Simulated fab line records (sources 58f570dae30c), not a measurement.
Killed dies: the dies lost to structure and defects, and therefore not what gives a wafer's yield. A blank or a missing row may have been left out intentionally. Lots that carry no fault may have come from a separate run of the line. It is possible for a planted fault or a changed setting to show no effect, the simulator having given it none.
Chamber matching | flow berkeley_cmos170 | UCB170_SPACER_CVD_00 on pecvd-04: 3 sister chambers
The step deposits SiO2 from TEOS/O2, target thk 376 nm, time 47 s. 14 wafers are shown with their chamber, then 7 later ones without.

## WAFERS, EACH WITH ITS CHAMBER
wafer  | chamber | heater_power_w (W) | rf_fwd_power_W (W)
L214.1 | 2       | 313                | 543.7
L214.4 | 1       | 224                | 541.0
L214.5 | 0       | 219                | 540.2
L217.2 | 2       | 313                | 544.2
L217.3 | 1       | 230                | 543.5
L217.5 | 2       | 317                | 543.6
L219.1 | 0       | 192                | 539.0
L219.3 | 1       | 278                | 545.4
L219.4 | 2       | 265                | 545.4
L220.1 | 2       | 302                | 544.1
L220.4 | 1       | 278                | 542.8
L220.6 | 0       | 158                | 544.0
L224.2 | 0       | 178                | 541.0
L224.3 | 1       | 199                | 544.4

SIGNATURES (averages over the wafers above)
reading        | chamber 0 | chamber 1 | chamber 2 | scatter within a chamber
heater_power_w | 186.75    | 241.80    | 302.00    | 28.1
rf_fwd_power_W | 541.050   | 543.420   | 544.200   | 1.56
Rule: a wafer lies at a distance from a chamber equal to the root of the sum of squares, over the readings, of (its reading less the chamber's mean, divided by the reading's scatter). The wafer belongs to the nearest chamber; if the next one is less than 2 further off, it can't be placed. How the scatter is found: for the shown wafers, subtract from each reading the mean of its chamber, square and add these, divide the total by (wafers less chambers), then take the root.

## WAFERS WITH NO CHAMBER GIVEN
wafer  | heater_power_w (W) | rf_fwd_power_W (W)
L224.6 | 226                | 547.1
L226.2 | 277                | 542.8
L226.3 | 195                | 541.4
L226.6 | 304                | 543.9
L233.4 | 240                | 536.8
L233.5 | 252                | 543.2
L233.6 | 296                | 543.6

## WHICH CHAMBER EACH WENT THROUGH
wafer  | from the rows above          | in truth
L224.6 | can't be placed: 1 or 2 or 0 | 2
L226.2 | can't be placed: 2 or 1      | 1
L226.3 | can't be placed: 0 or 1      | 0
L226.6 | 2                            | 2
L233.4 | can't be placed: 0 or 1 or 2 | 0
L233.5 | can't be placed: 1 or 2      | 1
L233.6 | can't be placed: 2 or 1      | 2
1 of 7 placed correctly. These rows do not allow placing 6 (true chamber among the candidates in 6). Number placed wrongly: 0.
